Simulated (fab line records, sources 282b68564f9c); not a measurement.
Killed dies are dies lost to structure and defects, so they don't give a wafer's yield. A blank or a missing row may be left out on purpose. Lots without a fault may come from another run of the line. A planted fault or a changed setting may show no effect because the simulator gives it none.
Which tool did it? | flow rit_cmos | 7 lots, 21 wafers sampled, at 2 steps of a route of 202

WHAT THE GAUGES READ, wafer by wafer
RIT_ACTIVE_CD_MEAS_11: target cd 1400 nm.
lot  | measured    | on        | cd_nm (nm)
L465 | day 1 19:30 | cd_sem-02 | 1399.0 1397.5 1399.9
L470 | day 2 20:34 | cd_sem-01 | 1399.5 1399.8 1396.9
L472 | day 3 06:29 | cd_sem-02 | 1403.1 1403.7 1403.2
L474 | day 3 16:28 | cd_sem-01 | 1399.0 1400.7 1401.2
L477 | day 4 07:35 | cd_sem-01 | 1397.8 1399.9 1397.7
L483 | day 5 13:26 | cd_sem-02 | 1377.5 1378.7 1377.2
L486 | day 6 05:16 | cd_sem-01 | 1397.5 1398.7 1397.4

WHICH TOOL RAN EACH LOT (tool, then ch and the chambers of the sampled wafers, then the start)
lot  | RIT_ACTIVE_DEVELOP_10
L465 | litho_track-01 ch 0, day 1 19:00
L470 | litho_track-02 ch 0, day 2 20:00
L472 | litho_track-02 ch 0, day 3 06:00
L474 | litho_track-01 ch 0, day 3 16:00
L477 | litho_track-04 ch 0, day 4 07:00
L483 | litho_track-02 ch 0, day 5 13:00
L486 | litho_track-04 ch 0, day 6 05:00
- RIT_ACTIVE_DEVELOP_10: develop time 50 s.

THE ANSWER, worked out from the rows above alone
Rule: what is usual is taken from the lots themselves. Put in order of their means at a reading, lots are off if they are a third of the lots or fewer, leave a main group of 4 or more, and stand apart from it by a gap of 3 or more times the standard deviation of the main group's means; of several such gaps the widest counts. A main group whose means are all the same, to the digits that the tables above print for the reading, isn't used. A lot without any number at a reading at which 4 lots or more have one is off too. The other lots that the step has rows for count as sound.
Off: L483, at RIT_ACTIVE_CD_MEAS_11 (cd_nm). The main group: mean 1399.6 nm, standard deviation 1.8.
A tool fits if, at a process step before that reading, it ran every lot that is off, and no sound lot after the first of them. The gauges at RIT_ACTIVE_CD_MEAS_11 are tried like those tools. Can't be told from this: 2 tools fit, litho_track-02 at RIT_ACTIVE_DEVELOP_10, cd_sem-02 at RIT_ACTIVE_CD_MEAS_11.

WHAT THE SIMULATOR HAD PUT IN
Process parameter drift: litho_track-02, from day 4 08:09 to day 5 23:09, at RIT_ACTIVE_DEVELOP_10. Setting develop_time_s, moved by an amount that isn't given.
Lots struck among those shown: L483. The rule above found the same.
